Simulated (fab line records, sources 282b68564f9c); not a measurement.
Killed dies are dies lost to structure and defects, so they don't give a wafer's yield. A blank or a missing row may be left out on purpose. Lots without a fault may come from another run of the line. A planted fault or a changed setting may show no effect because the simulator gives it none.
fab line records | flow rit_cmos
record lots=14 wafers=42 last_day=7
route steps=202 shown ACTIVE@7 FOX1@21 NRETRO@59 SDANNEAL@156 M1@202
lots that met no fault: from a run of the same line without faults
start_h: hours from the record's first day to the start of the lot's first wafer shown | wait_h: hours since the lot's step before | " the same as in the row above | L1.1+2: a row that stands for several wafers | - no value, or no start given | * or withheld: withheld | < > ~ a bound
route shown NAME@n: a module of which the file shows steps, and the number in the route of the first | usual: mean/standard deviation of fault-free wafers | same: alike in all rows | chamber/n: place in a boat | sites: the reading at each site | _std_site: their standard deviation | _edge_site: outer sites' mean less inner sites' | radius_mm: how far each site lies from the wafer's centre | mask NAME#n: copy n | behind: the tool/chamber that last shaped the wafer | hold: why the lot was held/for how many hours/how that ended | device: the transistor (n, p or np) that didn't switch | end of line: the same wafers' tests at the end of the route | a step without rows: its recipe alone | killed: dies lost to structure and defects at the first sort, not the wafer's yield | map: a wafer's dies, x killed, . not, _ none there
set.NAME: the setting as run; set.NAME@STEP: as run at that earlier step | model.NAME: the simulator's own value behind a step, which no gauge read
steps of the route over a sample of lots; a table a step, a row a wafer
services: from which hour (start_h, from the record's first day; less than 0 if before it) a tool's chamber was out of use, for how many hours, and why
## steps
# step RIT_ACTIVE_COAT_06
# recipe resist=NOVOLAK spin_rpm=3250 resist_thk_nm=1000
# usual spin_speed_rpm=3250.3/1.9
# columns lot.wafer tool chamber start_h wait_h spin_speed_rpm
L862.1 litho_track-03 0 13.74 0.1 3250.6
L862.3 " 0 " " 3252.8
L862.4 " 0 " " 3252.4
L863.2 litho_track-03 0 18.77 0.1 3253.2
L863.4 " 0 " " 3248.4
L863.5 " 0 " " 3250.8
L866.1 litho_track-03 0 35.63 0.1 3252.3
L866.4 " 0 " " 3248.0
L866.5 " 0 " " 3248.6
L867.2 litho_track-01 0 38.84 0.1 3248.2
L867.3 " 0 " " 3249.3
L867.5 " 0 " " 3251.1
L868.2 litho_track-03 0 45.31 0.1 3249.3
L868.4 " 0 " " 3251.7
L868.5 " 0 " " 3250.6
L869.2 litho_track-03 0 49.57 0.1 3248.4
L869.5 " 0 " " 3250.2
L869.6 " 0 " " 3250.9
L871.1 litho_track-01 0 59.70 0.1 3248.4
L871.2 " 0 " " 3248.2
L871.4 " 0 " " 3252.7
L872.2 litho_track-01 0 64.14 0.1 3245.5
L872.3 " 0 " " 3248.7
L872.4 " 0 " " 3250.5
L873.2 litho_track-01 0 69.10 0.1 3252.8
L873.5 " 0 " " 3252.3
L873.6 " 0 " " 3247.2
L874.3 litho_track-01 0 74.94 0.1 3771.4
L874.5 " 0 " " 3769.3
L874.6 " 0 " " 3766.0
L875.2 litho_track-01 0 80.45 0.1 3766.9
L875.3 " 0 " " 3770.0
L875.4 " 0 " " 3768.2
L876.1 litho_track-03 0 84.19 0.1 3249.6
L876.4 " 0 " " 3248.9
L876.6 " 0 " " 3247.1
L884.2 litho_track-03 0 125.71 0.1 3250.6
L884.3 " 0 " " 3248.8
L884.5 " 0 " " 3250.7
L885.2 litho_track-02 0 128.96 0.1 3249.7
L885.5 " 0 " " 3250.6
L885.6 " 0 " " 3249.4
# step RIT_ACTIVE_CD_MEAS_11
# recipe target_cd_nm=1400
# usual cd_nm=1400.2/1.9
# columns lot.wafer tool chamber start_h wait_h cd_nm
L862.1 cd_sem-02 - 14.44 - 1400.3
L862.3 " - " " 1396.7
L862.4 " - " " 1397.6
L863.2 cd_sem-02 - 19.59 - 1402.0
L863.4 " - " " 1403.0
L863.5 " - " " 1402.5
L866.1 cd_sem-02 - 36.46 - 1399.1
L866.4 " - " " 1399.0
L866.5 " - " " 1399.4
L867.2 cd_sem-02 - 39.53 - 1401.0
L867.3 " - " " 1403.2
L867.5 " - " " 1399.9
L868.2 cd_sem-02 - 46.13 - 1397.4
L868.4 " - " " 1398.0
L868.5 " - " " 1396.8
L869.2 cd_sem-01 - 50.26 - 1401.4
L869.5 " - " " 1401.8
L869.6 " - " " 1400.7
L871.1 cd_sem-02 - 60.52 - 1399.7
L871.2 " - " " 1398.5
L871.4 " - " " 1400.3
L872.2 cd_sem-02 - 64.96 - 1401.2
L872.3 " - " " 1400.4
L872.4 " - " " 1400.8
L873.2 cd_sem-02 - 69.92 - 1401.1
L873.5 " - " " 1401.7
L873.6 " - " " 1400.6
L874.3 cd_sem-02 - 75.76 - 1393.0
L874.5 " - " " 1393.6
L874.6 " - " " 1395.5
L875.2 cd_sem-01 - 81.15 - 1391.0
L875.3 " - " " 1392.6
L875.4 " - " " 1391.7
L876.1 cd_sem-02 - 84.89 - 1399.9
L876.4 " - " " 1398.4
L876.6 " - " " 1399.4
L884.2 cd_sem-02 - 126.40 - 1402.1
L884.3 " - " " 1401.1
L884.5 " - " " 1402.4
L885.2 cd_sem-02 - 129.65 - 1394.5
L885.5 " - " " 1398.4
L885.6 " - " " 1397.4
# step RIT_FOX1_THK_MEAS_01
# recipe reads=SiO2_of_FOX1_OXIDATION_00
# usual FOX1_OXIDE_THK=353/6.7
# columns lot.wafer tool chamber start_h wait_h FOX1_OXIDE_THK[nm]
L862.1 film_metro-01 - 16.99 0.0 352
L862.3 " - " " 354
L862.4 " - " " 358
L863.2 film_metro-02 - 23.81 0.0 361
L863.4 " - " " 359
L863.5 " - " " 358
L866.1 film_metro-03 - 39.03 0.0 348
L866.4 " - " " 353
L866.5 " - " " 355
L867.2 film_metro-01 - 43.96 0.0 343
L867.3 " - " " 339
L867.5 " - " " 338
L868.2 film_metro-03 - 48.81 0.0 350
L868.4 " - " " 351
L868.5 " - " " 352
L869.2 film_metro-01 - 54.17 0.0 350
L869.5 " - " " 348
L869.6 " - " " 350
L871.1 film_metro-02 - 63.74 0.0 358
L871.2 " - " " 355
L871.4 " - " " 356
L872.2 film_metro-03 - 68.72 0.0 357
L872.3 " - " " 350
L872.4 " - " " 357
L873.2 film_metro-01 - 74.19 0.0 358
L873.5 " - " " 357
L873.6 " - " " 357
L874.3 film_metro-01 - 79.09 0.0 350
L874.5 " - " " 348
L874.6 " - " " 348
L875.2 film_metro-03 - 84.07 0.0 346
L875.3 " - " " 343
L875.4 " - " " 347
L876.1 film_metro-02 - 87.94 0.0 342
L876.4 " - " " 341
L876.6 " - " " 340
L884.2 film_metro-03 - 128.82 0.0 352
L884.3 " - " " 347
L884.5 " - " " 348
L885.2 film_metro-03 - 132.59 0.0 361
L885.5 " - " " 355
L885.6 " - " " 362
# step RIT_NRETRO_OVL_MEAS_06
# usual NRETRO_OVL=-0.8/1.5
# columns lot.wafer tool chamber start_h wait_h NRETRO_OVL[nm]
L862.1 overlay-01 - 29.22 - -0.3
L862.3 " - " " 1.4
L862.4 " - " " 2.2
L863.2 overlay-02 - 36.25 - -1.3
L863.4 " - " " -1.0
L863.5 " - " " -1.1
L866.1 overlay-02 - 52.13 - -2.3
L866.4 " - " " -2.4
L866.5 " - " " -2.3
L867.2 overlay-02 - 56.01 - -1.3
L867.3 " - " " -2.0
L867.5 " - " " -0.1
L868.2 overlay-02 - 60.67 - 0.0
L868.4 " - " " -0.4
L868.5 " - " " -1.2
L869.2 overlay-02 - 66.34 - -1.4
L869.5 " - " " -1.8
L869.6 " - " " -2.2
L871.1 overlay-02 - 76.74 - 1.2
L871.2 " - " " -0.6
L871.4 " - " " -0.6
L872.2 overlay-02 - 81.74 - -0.1
L872.3 " - " " -0.8
L872.4 " - " " -1.6
L873.2 overlay-01 - 87.50 - -1.3
L873.5 " - " " -0.1
L873.6 " - " " -1.0
L874.3 overlay-01 - 91.78 - 0.6
L874.5 " - " " -0.1
L874.6 " - " " -0.2
L875.2 overlay-01 - 97.48 - 0.3
L875.3 " - " " 1.6
L875.4 " - " " 4.0
L876.1 overlay-02 - 100.05 - -0.9
L876.4 " - " " 2.8
L876.6 " - " " 3.0
L884.2 overlay-02 - 141.29 - -2.2
L884.3 " - " " -3.3
L884.5 " - " " -0.6
L885.2 overlay-02 - 144.93 - -3.9
L885.5 " - " " -2.1
L885.6 " - " " -0.1
# step RIT_SDANNEAL_RTA_03
# recipe temp_c=1050 time_s=5.222 idle_temp_c=600 ramp_up_c_per_s=342 ramp_down_c_per_s=171 cool_to_c=600 ambient=N2
# usual wafer_temp_C_max=1053.5/1.1
# columns lot.wafer tool chamber start_h wait_h wafer_temp_C_max
L862.1 rtp_anneal-02 0 51.96 0.0 1053.7
L862.3 " 0 " " 1053.8
L862.4 " 0 " " 1052.3
L863.2 rtp_anneal-01 0 57.50 0.0 1053.5
L863.4 " 0 " " 1054.0
L863.5 " 0 " " 1053.9
L866.1 rtp_anneal-02 0 72.14 0.0 1052.9
L866.4 " 0 " " 1053.8
L866.5 " 0 " " 1055.6
L867.2 rtp_anneal-01 0 75.92 0.0 1052.9
L867.3 " 0 " " 1052.9
L867.5 " 0 " " 1052.0
L868.2 rtp_anneal-02 0 81.56 0.0 1052.8
L868.4 " 0 " " 1055.2
L868.5 " 0 " " 1054.7
L869.2 rtp_anneal-01 0 90.57 0.0 1054.8
L869.5 " 0 " " 1052.9
L869.6 " 0 " " 1052.9
L871.1 rtp_anneal-01 0 99.43 0.0 1053.4
L871.2 " 0 " " 1053.4
L871.4 " 0 " " 1052.8
L872.2 rtp_anneal-02 0 102.03 0.0 1053.3
L872.3 " 0 " " 1053.1
L872.4 " 0 " " 1053.7
L873.2 rtp_anneal-01 0 109.10 0.0 1056.0
L873.5 " 0 " " 1052.8
L873.6 " 0 " " 1053.0
L874.3 rtp_anneal-02 0 115.23 0.0 1053.9
L874.5 " 0 " " 1056.3
L874.6 " 0 " " 1053.3
L875.2 rtp_anneal-01 0 118.47 0.0 1051.8
L875.3 " 0 " " 1053.9
L875.4 " 0 " " 1052.9
L876.1 rtp_anneal-02 0 125.34 0.0 1054.0
L876.4 " 0 " " 1054.0
L876.6 " 0 " " 1054.7
L884.2 rtp_anneal-02 0 162.66 0.0 1053.0
L884.3 " 0 " " 1051.2
L884.5 " 0 " " 1052.6
L885.2 rtp_anneal-01 0 170.05 0.0 1052.6
L885.5 " 0 " " 1053.6
L885.6 " 0 " " 1054.7
# step RIT_M1_PROBE_99
# usual killed_at_M0_to_M3=0.0/0.12 killed_at_contacts=0.1/0.25 killed_at_front_end=6.3/2.9 killed_dies=6.4/2.8 killed_open=3.3/2 killed_short=3.1/2
# same gross_dies=264 killed_at_M4_up=0 killed_at_back_side=0 killed_at_other=0
# columns lot.wafer tool chamber start_h wait_h killed_at_M0_to_M3 killed_at_contacts killed_at_front_end killed_dies killed_open killed_short
L869.2 prober-02 - 98.07 0.1 0 0 5 5 3 2
L869.5 prober-02 - 98.22 0.2 0 0 9 9 4 5
L869.6 prober-02 - 98.27 0.2 0 0 5 5 2 3
# killed by level:class
L869.2 FOX1:geometric_particle:open=1 FOX1:geometric_particle:short=1 FOX2:geometric_particle:short=1 SPACER:geometric_particle:open=1 SILICIDE:geometric_particle:open=1
L869.5 FOX2:geometric_particle:short=2 FOX2:geometric_particle:open=2 FOX1:geometric_particle:short=1 GATE:geometric_particle:open=1 GATE:geometric_particle:short=1 REOX:geometric_particle:open=1 SILICIDE:geometric_particle:short=1
L869.6 FOX1:geometric_particle:short=2 SPACER:geometric_particle:open=1 SILICIDE:geometric_particle:short=1 SILICIDE:geometric_particle:open=1
## services
# columns tool chamber start_h hours kind
rtp_anneal-02 - 73.83 1.1 pm
## key
first_sign step=RIT_ACTIVE_COAT_06 reading=spin_speed_rpm direction=up sigmas=99+ usual=3250.3 struck=3768.6
effect step=RIT_ACTIVE_CD_MEAS_11 reading=cd_nm direction=down sigmas=3.9 usual=1400.2 struck=1392.9
met_at RIT_ACTIVE_COAT_06
struck_lots L874,L875
tester_left_out L874,L875
not_acting_at RIT_FOX1_THK_MEAS_01,RIT_NRETRO_OVL_MEAS_06,RIT_SDANNEAL_RTA_03
onset_between 69.10 74.94
fault kind=process_parameter_drift tool=litho_track-01 chamber=- onset_h=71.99 steps=RIT_ACTIVE_COAT_06 channel=spin_rpm offset=518.7 shape=step end_h=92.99 acts_in=these_recipes_only stated=3250
# tester_left_out: of these lots the tester's yield and bins aren't shown, on N5 and GAA mostly nor the transistor test; their killed dies are dies lost to structure and defects alone, not to doping, threshold or leakage, so they don't give the yield
